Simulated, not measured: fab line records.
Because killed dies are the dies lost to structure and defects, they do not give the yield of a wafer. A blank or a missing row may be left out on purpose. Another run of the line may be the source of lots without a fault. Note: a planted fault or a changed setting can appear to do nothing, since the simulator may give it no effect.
Which tool was responsible?	flow berkeley_cmos170	13 lots, 39 wafers sampled, at 7 steps of a route of 331

## WHAT THE GAUGES READ, wafer by wafer
UCB170_FIELD_THK_MEAS_02.
lot	measured	on	FIELD_OXIDE_THK (nm)
L806	day 5 10:02	film_metro-01	563 562 561
L807	day 5 10:01	film_metro-04	561 571 567
L809	day 6 03:29	film_metro-01	559 559 559
L810	day 6 03:30	film_metro-04	550 548 545
L812	day 7 02:49	film_metro-01	564 562 571
L813	day 7 11:01	film_metro-04	635 648 647
L814	day 7 11:02	film_metro-01	649 633 634
L820	day 8 18:19	film_metro-02	570 579 569
L821	day 8 18:19	film_metro-01	557 559 557
L822	day 8 18:19	film_metro-04	551 558 556
L823	day 9 04:44	film_metro-04	562 558 564
L824	day 9 04:44	film_metro-02	539 539 536
L829	day 9 23:02	film_metro-04	561 573 570

UCB170_FIELD_THK_MEAS_90.
lot	measured	on	FIELD_OXIDE_LEFT_1_THK (nm)
L806	day 5 21:51	film_metro-01	448 446 446
L807	day 5 21:51	film_metro-02	444 453 448
L809	day 6 13:58	film_metro-04	442 443 442
L810	day 6 13:59	film_metro-01	434 431 429
L812	day 7 13:13	film_metro-02	448 445 454
L813	day 7 18:40	film_metro-01	517 529 529
L814	day 7 18:41	film_metro-04	531 515 515
L820	day 9 03:05	film_metro-02	453 462 451
L821	day 9 03:05	film_metro-04	442 444 442
L822	day 9 03:08	film_metro-01	433 442 439
L823	day 9 13:08	film_metro-01	445 442 447
L824	day 9 13:08	film_metro-04	423 422 420
L829	day 10 08:22	film_metro-02	446 457 453

UCB170_FIELD_THK_MEAS_91.
lot	measured	on	FIELD_OXIDE_LEFT_2_THK (nm)
L806	day 7 00:06	film_metro-02	359 358 357
L807	day 7 00:51	film_metro-02	355 366 360
L809	day 7 05:47	film_metro-01	354 354 354
L810	day 7 06:53	film_metro-02	346 343 341
L812	day 8 14:07	film_metro-04	360 357 366
L813	day 8 14:56	film_metro-02	429 441 440
L814	day 8 15:19	film_metro-01	444 428 428
L820	day 10 05:58	film_metro-01	364 373 364
L821	day 10 05:45	film_metro-04	354 356 354
L822	day 10 05:43	film_metro-01	345 352 351
L823	day 10 10:29	film_metro-02	357 353 358
L824	day 10 10:47	film_metro-04	334 333 331
L829	day 11 06:55	film_metro-04	357 368 364

UCB170_GATE_THK_MEAS_05.
lot	measured	on	GATE_POLY_THK (nm)
L806	day 7 12:08	film_metro-01	212.8 211.7 212.1
L807	day 7 12:11	film_metro-01	216.0 214.9 216.6
L809	day 7 17:25	film_metro-04	214.0 213.1 216.0
L810	day 7 17:29	film_metro-04	216.5 216.3 216.3
L812	day 9 03:12	film_metro-03	212.0 212.5 213.5
L813	day 9 03:08	film_metro-04	215.4 214.8 216.3
L814	day 9 03:12	film_metro-01	212.8 212.7 211.9
L820	day 10 19:35	film_metro-03	211.9 212.2 211.7
L821	day 10 19:35	film_metro-04	215.3 216.0 215.4
L822	day 10 19:35	film_metro-01	210.7 208.3 211.1
L823	day 10 19:38	film_metro-03	213.8 214.3 211.5
L824	day 10 19:38	film_metro-01	212.6 214.9 213.1
L829	day 12 08:28	film_metro-01	214.7 214.5 216.0

UCB170_PSD_OVL_MEAS_07.
lot	measured	on	PSD_OVL (nm)
L806	day 8 04:17	overlay-01	4 3 2
L807	day 8 04:47	overlay-02	-1 -1 1
L809	day 8 04:41	overlay-01	-2 3 3
L810	day 8 04:50	overlay-01	1 -9 1
L812	day 9 18:41	overlay-01	1 -2 5
L813	day 9 18:18	overlay-02	-2 5 0
L814	day 9 18:35	overlay-01	18 12 9
L820	day 11 21:01	overlay-01	-9 -7 3
L821	day 11 21:10	overlay-01	5 3 14
L822	day 11 21:18	overlay-02	-1 2 10
L823	day 11 21:26	overlay-02	12 17 -3
L824	day 11 21:19	overlay-01	2 14 2
L829	day 12 23:27	overlay-01	-1 0 -7

## WHICH TOOL RAN EACH LOT (tool, then ch and the chambers of the sampled wafers, then the start)
lot	UCB170_FIELD_OXIDATION_01	UCB170_NVT_STRIP_08
L806	furnace-04 ch 0, day 5 06:58	plasma_asher-03 ch 0,1, day 6 19:56
L807	furnace-04 ch 0, day 5 06:58	plasma_asher-04 ch 0,1, day 6 20:59
L809	furnace-02 ch 0, day 6 00:29	plasma_asher-03 ch 0,1, day 7 02:34
L810	furnace-02 ch 0, day 6 00:29	plasma_asher-02 ch 1, day 7 02:50
L812	furnace-04 ch 0, day 6 23:49	plasma_asher-03 ch 0,1, day 8 10:35
L813	furnace-02 ch 0, day 7 08:01	plasma_asher-02 ch 0,1, day 8 13:02
L814	furnace-02 ch 0, day 7 08:01	plasma_asher-02 ch 0,1, day 8 13:14
L820	furnace-04 ch 0, day 8 15:19	plasma_asher-03 ch 0,1, day 10 02:43
L821	furnace-04 ch 0, day 8 15:19	plasma_asher-04 ch 0,1, day 10 01:59
L822	furnace-04 ch 0, day 8 15:19	plasma_asher-02 ch 0,1, day 10 01:47
L823	furnace-01 ch 0, day 9 01:44	plasma_asher-03 ch 0,1, day 10 08:54
L824	furnace-01 ch 0, day 9 01:44	plasma_asher-02 ch 0,1, day 10 09:03
L829	furnace-04 ch 0, day 9 19:58	plasma_asher-04 ch 0,1, day 11 05:01
- UCB170_FIELD_OXIDATION_01: target thk 558.3 nm, ox time 7200 s.
- UCB170_NVT_STRIP_08: strips in O2.

## AS READ BY THE TOOLS THEMSELVES (means over the sampled wafers that have a number; for cases with no such wafer, the mark the record gives instead)
UCB170_FIELD_OXIDATION_01.
lot	tool	ox_temp_c_max
L806	furnace-04	1005.3
L807	furnace-04	1005.0
L809	furnace-02	1008.1
L810	furnace-02	1007.4
L812	furnace-04	1005.8
L813	furnace-02	1007.2
L814	furnace-02	1006.9
L820	furnace-04	1005.7
L821	furnace-04	1006.1
L822	furnace-04	1005.0
L823	furnace-01	1008.2
L824	furnace-01	1007.6
L829	furnace-04	1004.8

UCB170_NVT_STRIP_08.
lot	tool	drypump_motor_current_A (A)	oes_product_au (a.u.)	strip_time_to_endpoint_s (s)
L806	plasma_asher-03	5.6	0.734	21.60
L807	plasma_asher-04	5.2	0.738	21.64
L809	plasma_asher-03	5.8	0.734	21.71
L810	plasma_asher-02	5.7	0.730	21.58
L812	plasma_asher-03	5.7	0.732	21.67
L813	plasma_asher-02	5.9	0.734	21.61
L814	plasma_asher-02	5.8	0.731	21.57
L820	plasma_asher-03	5.6	0.733	21.71
L821	plasma_asher-04	5.2	0.734	21.62
L822	plasma_asher-02	5.8	0.733	21.67
L823	plasma_asher-03	5.6	0.738	21.70
L824	plasma_asher-02	5.8	0.736	21.65
L829	plasma_asher-04	5.2	0.735	21.60

## THE ANSWER, worked out from the rows above alone
Rule: what is usual is taken from the lots themselves. Put in order of their means at a reading, lots are off if they are a third of the lots or fewer, leave a main group of 4 or more, and stand apart from it by a gap of 3 or more times the standard deviation of the main group's means; of several such gaps the widest counts. A main group is skipped when, at the precision printed for the reading in the tables above, its means are all equal. Also off: a lot with no number at a reading for which 4 or more lots have one. The other lots that the step has rows for count as sound. The gauges are gone through in route order, then the tools' own readings, and for those a lot's mean is taken as printed above. At the first step where some lot is off, the reading lying furthest off is the one used; lots without a number count as furthest.
Off: L813, L814, at UCB170_FIELD_THK_MEAS_02 (FIELD_OXIDE_THK). Mean 559 nm and standard deviation 9.4 in the main group.
A tool fits if, at a process step before that reading, it ran every lot that is off, and no sound lot after the first of them. Gauges at UCB170_FIELD_THK_MEAS_02: tried the same way as those tools. One fits: furnace-02 at UCB170_FIELD_OXIDATION_01. Its last sound lot is L809 (day 6 00:29), its first lot that is off L813 (day 7 08:01): a fault that began between those two fits.

## WHAT THE SIMULATOR HAD INSERTED
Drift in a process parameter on furnace-02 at UCB170_FIELD_OXIDATION_01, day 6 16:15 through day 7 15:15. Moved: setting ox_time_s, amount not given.
Struck lots among those shown: L813, L814. The rule given above showed the same thing.
